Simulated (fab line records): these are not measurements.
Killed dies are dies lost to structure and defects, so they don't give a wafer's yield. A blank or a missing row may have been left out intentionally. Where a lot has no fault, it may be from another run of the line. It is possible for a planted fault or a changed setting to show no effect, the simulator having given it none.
A sampling plan put to the test | flow berkeley_cmos170 | one line in one fab, 30 faults in these records, each fault weighed on the records of the lots it struck
What counts as the plan is the set of the line's own looks, namely the steps on the route at which a gauge or an inspection reads a wafer and does not change it. Where struck wafers have a number at a look and the file lists that look's usual mean and standard deviation on fault-free wafers, the look can be judged. Caught: 4 or more of those standard deviations (sigma) separate the usual mean from the mean of the struck wafers at a look after the fault's first step. On the tool: the fault's steps, tested the same way using the tool's own readings. Caught also covers a different recipe on the struck wafers, or a record left blank for those wafers only.

== THE FAULTS, as the simulator had put them in ==
1. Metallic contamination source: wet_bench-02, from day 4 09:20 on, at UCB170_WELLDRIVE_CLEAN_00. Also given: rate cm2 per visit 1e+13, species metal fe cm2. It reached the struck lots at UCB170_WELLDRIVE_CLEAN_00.
2. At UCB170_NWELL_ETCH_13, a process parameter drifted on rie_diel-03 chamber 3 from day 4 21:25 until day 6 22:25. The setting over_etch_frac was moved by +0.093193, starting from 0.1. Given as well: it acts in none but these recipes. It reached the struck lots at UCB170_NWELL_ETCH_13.
3. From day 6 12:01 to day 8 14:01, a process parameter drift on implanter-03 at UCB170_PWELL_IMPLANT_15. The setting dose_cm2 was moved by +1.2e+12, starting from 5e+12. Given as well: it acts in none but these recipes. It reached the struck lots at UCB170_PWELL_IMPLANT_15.
4. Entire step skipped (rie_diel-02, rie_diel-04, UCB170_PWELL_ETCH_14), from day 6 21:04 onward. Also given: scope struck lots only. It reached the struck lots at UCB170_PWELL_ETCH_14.
5. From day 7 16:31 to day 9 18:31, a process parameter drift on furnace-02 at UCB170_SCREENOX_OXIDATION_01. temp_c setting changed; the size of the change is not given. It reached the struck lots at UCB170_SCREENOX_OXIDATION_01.
6. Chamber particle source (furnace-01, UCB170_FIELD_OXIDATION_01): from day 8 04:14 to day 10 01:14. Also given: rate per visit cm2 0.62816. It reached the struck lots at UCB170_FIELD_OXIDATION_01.
7. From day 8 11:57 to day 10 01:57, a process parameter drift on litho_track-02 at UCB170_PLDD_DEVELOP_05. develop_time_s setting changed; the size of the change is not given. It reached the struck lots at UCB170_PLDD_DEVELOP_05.
8. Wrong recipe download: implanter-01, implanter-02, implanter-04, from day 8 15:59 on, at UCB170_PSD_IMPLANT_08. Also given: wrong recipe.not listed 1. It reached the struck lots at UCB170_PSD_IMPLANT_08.
9. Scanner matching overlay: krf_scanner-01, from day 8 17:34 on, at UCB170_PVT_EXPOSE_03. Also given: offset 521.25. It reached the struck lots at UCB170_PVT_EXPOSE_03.
10. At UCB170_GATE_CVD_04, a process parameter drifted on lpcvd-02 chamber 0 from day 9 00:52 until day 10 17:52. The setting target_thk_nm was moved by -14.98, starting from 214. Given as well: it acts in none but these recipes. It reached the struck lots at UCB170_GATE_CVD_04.
11. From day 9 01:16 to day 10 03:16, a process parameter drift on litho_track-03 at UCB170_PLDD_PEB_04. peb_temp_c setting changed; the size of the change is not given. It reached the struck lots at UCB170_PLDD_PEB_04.
12. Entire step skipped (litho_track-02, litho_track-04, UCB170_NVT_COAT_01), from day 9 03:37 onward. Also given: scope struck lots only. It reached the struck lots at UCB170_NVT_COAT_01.
13. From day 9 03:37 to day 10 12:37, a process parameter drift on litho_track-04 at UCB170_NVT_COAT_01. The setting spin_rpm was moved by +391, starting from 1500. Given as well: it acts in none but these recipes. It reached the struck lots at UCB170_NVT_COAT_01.
14. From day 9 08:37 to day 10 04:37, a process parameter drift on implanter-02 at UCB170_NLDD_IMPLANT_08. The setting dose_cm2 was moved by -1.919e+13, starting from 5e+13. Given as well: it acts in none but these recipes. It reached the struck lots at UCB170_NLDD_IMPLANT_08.
15. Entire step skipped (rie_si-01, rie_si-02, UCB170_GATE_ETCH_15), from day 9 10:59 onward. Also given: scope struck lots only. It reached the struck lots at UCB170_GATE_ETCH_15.
16. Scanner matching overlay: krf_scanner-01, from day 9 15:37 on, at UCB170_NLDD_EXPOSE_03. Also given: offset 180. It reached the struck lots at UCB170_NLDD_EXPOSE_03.
17. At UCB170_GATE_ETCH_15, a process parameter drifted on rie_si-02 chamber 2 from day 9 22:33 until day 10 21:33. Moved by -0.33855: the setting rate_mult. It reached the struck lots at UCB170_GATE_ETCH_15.
18. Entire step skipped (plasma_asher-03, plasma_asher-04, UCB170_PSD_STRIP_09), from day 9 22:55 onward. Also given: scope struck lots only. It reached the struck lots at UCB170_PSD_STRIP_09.
19. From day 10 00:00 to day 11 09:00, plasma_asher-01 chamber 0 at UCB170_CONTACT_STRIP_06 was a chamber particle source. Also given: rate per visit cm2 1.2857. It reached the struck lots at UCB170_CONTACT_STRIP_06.
20. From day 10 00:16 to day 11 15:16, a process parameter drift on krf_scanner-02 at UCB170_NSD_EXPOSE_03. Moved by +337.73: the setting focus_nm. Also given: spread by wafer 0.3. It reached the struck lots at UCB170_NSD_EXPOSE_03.
21. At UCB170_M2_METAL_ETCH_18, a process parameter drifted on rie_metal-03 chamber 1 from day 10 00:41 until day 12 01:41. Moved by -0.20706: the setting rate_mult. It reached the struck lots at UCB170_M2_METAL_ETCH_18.
22. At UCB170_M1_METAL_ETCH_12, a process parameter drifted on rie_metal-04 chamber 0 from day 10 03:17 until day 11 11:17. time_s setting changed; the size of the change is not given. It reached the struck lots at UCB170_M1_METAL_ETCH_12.
23. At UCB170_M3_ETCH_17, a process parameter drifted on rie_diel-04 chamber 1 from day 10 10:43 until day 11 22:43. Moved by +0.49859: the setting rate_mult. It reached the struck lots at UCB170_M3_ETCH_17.
24. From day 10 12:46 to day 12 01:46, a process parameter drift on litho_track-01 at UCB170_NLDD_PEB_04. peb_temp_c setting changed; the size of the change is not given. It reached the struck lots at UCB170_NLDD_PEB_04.
25. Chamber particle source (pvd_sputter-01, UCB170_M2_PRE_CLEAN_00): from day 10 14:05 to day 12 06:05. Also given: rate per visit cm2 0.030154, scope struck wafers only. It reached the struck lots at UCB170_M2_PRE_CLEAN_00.
26. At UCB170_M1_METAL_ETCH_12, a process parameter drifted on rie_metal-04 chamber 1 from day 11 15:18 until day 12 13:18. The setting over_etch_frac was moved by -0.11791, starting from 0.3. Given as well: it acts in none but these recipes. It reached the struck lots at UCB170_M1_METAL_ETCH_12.
27. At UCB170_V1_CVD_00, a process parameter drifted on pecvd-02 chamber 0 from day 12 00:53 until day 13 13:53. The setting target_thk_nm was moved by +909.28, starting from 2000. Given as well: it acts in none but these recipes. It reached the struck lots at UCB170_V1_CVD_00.
28. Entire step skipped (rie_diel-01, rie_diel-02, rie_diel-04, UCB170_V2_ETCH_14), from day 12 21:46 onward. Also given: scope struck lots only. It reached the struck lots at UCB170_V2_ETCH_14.
29. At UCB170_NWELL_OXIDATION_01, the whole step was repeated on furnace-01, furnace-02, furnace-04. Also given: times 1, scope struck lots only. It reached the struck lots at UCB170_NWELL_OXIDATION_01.
30. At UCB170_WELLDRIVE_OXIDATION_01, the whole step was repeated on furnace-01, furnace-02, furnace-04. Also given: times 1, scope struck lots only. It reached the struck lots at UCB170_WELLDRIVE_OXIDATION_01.

== WHAT THE PLAN SAW ==
fault | on the tool itself                               | first look that catches it                      | reading, sigma                                   | median hours from its first step to that look | hours from the fault's start to the first struck lot there | judged looks passed uncaught
1     | no reading that can be judged                    | none of the 6 looks that can be judged after it | -                                                | -                                             | -                                                          | 6
2     | under 2 sigma                                    | no look after it can be judged                  | -                                                | -                                             | -                                                          | 0
3     | dose_ions_cm2 +99 or beyond sigma                | UCB170_PWELL_TW_MEAS_17                         | PWELL_TW +9.7                                    | 0.2                                           | 9                                                          | 0
4     | the tool's record is blank for the struck wafers | no look after it can be judged                  | -                                                | -                                             | -                                                          | 0
5     | tube_center_temp_C +99 or beyond sigma           | UCB170_SCREENOX_THK_MEAS_02                     | SCREENOX_OXIDE_THK +22                           | 1.7                                           | 8                                                          | 0
6     | under 2 sigma                                    | no look after it can be judged                  | -                                                | -                                             | -                                                          | 0
7     | no reading that can be judged                    | UCB170_PLDD_TW_MEAS_11                          | PLDD_TW -99 or beyond                            | 1.2                                           | 11                                                         | 0
8     | no reading that can be judged                    | UCB170_PSD_TW_MEAS_10                           | PSD_TW +47                                       | 0.2                                           | 4                                                          | 0
9     | under 2 sigma                                    | UCB170_PVT_OVL_MEAS_06                          | PVT_OVL +99 or beyond                            | 0.6                                           | 1                                                          | 0
10    | no reading that can be judged                    | UCB170_GATE_THK_MEAS_05                         | GATE_POLY_THK -8.6                               | 1.4                                           | 9                                                          | 0
11    | heater_power_total_W +9.9 sigma                  | not the one look that can be judged after it    | strongest: cd_nm at UCB170_PLDD_CD_MEAS_06, +3.6 | -                                             | -                                                          | 1
12    | the tool's record is blank for the struck wafers | UCB170_PVT_TW_MEAS_09                           | PVT_TW +33                                       | 5.3                                           | 17                                                         | 0
13    | spin_speed_rpm +99 or beyond sigma               | no look after it can be judged                  | -                                                | -                                             | -                                                          | 0
14    | dose_ions_cm2 -99 or beyond sigma                | UCB170_NLDD_TW_MEAS_11                          | NLDD_TW -10                                      | 0.4                                           | 9                                                          | 0
15    | the tool's record is blank for the struck wafers | no look after it can be judged                  | -                                                | -                                             | -                                                          | 0
16    | no reading that can be judged                    | UCB170_NLDD_OVL_MEAS_07                         | NLDD_OVL +30                                     | 1.0                                           | 2                                                          | 0
17    | oes_product_au -7.2 sigma                        | not the one look that can be judged after it    | -                                                | -                                             | -                                                          | 1
18    | the tool's record is blank for the struck wafers | UCB170_NSD_TW_MEAS_10                           | NSD_TW -99 or beyond                             | 1.8                                           | 2                                                          | 0
19    | under 2 sigma                                    | no look after it can be judged                  | -                                                | -                                             | -                                                          | 0
20    | exposure_dose_mJ_cm2 -6.0 sigma                  | UCB170_NSD_CD_MEAS_06                           | cd_nm +5.6                                       | 0.7                                           | 24                                                         | 0
21    | under 2 sigma                                    | not the one look that can be judged after it    | strongest: cd_nm at UCB170_M2_CD_MEAS_90, +2.6   | -                                             | -                                                          | 1
22    | run_length_s +99 or beyond sigma                 | UCB170_M1_CD_MEAS_90                            | cd_nm -6.1                                       | 0.2                                           | 5                                                          | 0
23    | oes_product_au +16 sigma                         | not the one look that can be judged after it    | strongest: cd_nm at UCB170_M3_CD_MEAS_90, -3.0   | -                                             | -                                                          | 1
24    | heater_power_total_W +99 or beyond sigma         | UCB170_NLDD_CD_MEAS_06                          | cd_nm +24                                        | 0.3                                           | 1                                                          | 0
25    | no reading that can be judged                    | none of the 8 looks that can be judged after it | -                                                | -                                             | -                                                          | 8
26    | oes_product_au +4.5 sigma                        | no look after it can be judged                  | -                                                | -                                             | -                                                          | 0
27    | under 2 sigma                                    | UCB170_V1_THK_MEAS_01                           | V1_TEOS_THK +37                                  | 0.2                                           | 14                                                         | 0
28    | the tool's record is blank for the struck wafers | no look after it can be judged                  | -                                                | -                                             | -                                                          | 0
29    | no reading that can be judged                    | UCB170_NWELL_THK_MEAS_02                        | NWELL_OXIDE_THK +19                              | 6.5                                           | -                                                          | 0
30    | under 2 sigma                                    | UCB170_WELLDRIVE_THK_MEAS_02                    | WELLDRIVE_OXIDE_THK +27                          | 8.3                                           | -                                                          | 0
Dash: fault not caught, or number not given in these records.

Caught at a look: 16 of 30. Caught on the tool: 16 of 30. By one or the other: 24 of 30.
Faults caught by the tool alone: 4, 11, 13, 15, 17, 23, 26, 28.
Caught at a look alone: faults 7, 8, 9, 10, 16, 27, 29, 30.
Caught by neither: faults 1, 2, 6, 19, 21, 25.

== THINNER SAMPLING ==
If the look that catches a fault measured only every second or every third lot, by lot number, the first struck lot would be measured this late in the worst case:
fault | struck lots at that look, in order of time | every lot | every second lot | every third lot
3     | L716, L719                                 | 9 h       | 18 h             | may miss all 2
5     | L355, L354                                 | 8 h       | 8 h              | may miss all 2
7     | L566, L568                                 | 11 h      | may miss all 2   | may miss all 2
8     | L605, L606, L607, L608                     | 4 h       | 4 h              | 4 h
9     | L811, L808, L810, L812                     | 1 h       | 1 h              | 27 h
10    | L595, L596                                 | 9 h       | 9 h              | may miss all 2
12    | L875, L876                                 | 17 h      | 18 h             | may miss all 2
14    | L677, L679                                 | 9 h       | may miss all 2   | may miss all 2
16    | L338, L339, L342, L341                     | 2 h       | 2 h              | may miss all 4
18    | L838, L839                                 | 2 h       | 2 h              | may miss all 2
20    | L891                                       | 24 h      | may miss it      | may miss it
22    | L902, L904, L906                           | 5 h       | may miss all 3   | 31 h
24    | L821, L825, L826                           | 1 h       | 30 h             | 30 h
27    | L265, L266                                 | 14 h      | 16 h             | may miss all 2
Hours count from the start of the fault until the first struck lot that is measured. 4 sigma limit: tested on the pooled struck wafers, so a lone lot may be under it. Other struck lots may not be in these records.

== THE LONGEST TIMED WAY FROM STEP TO LOOK ==
Fault 30: median gap of 8.3 hours between UCB170_WELLDRIVE_OXIDATION_01 and UCB170_WELLDRIVE_THK_MEAS_02. No look between them can be judged.
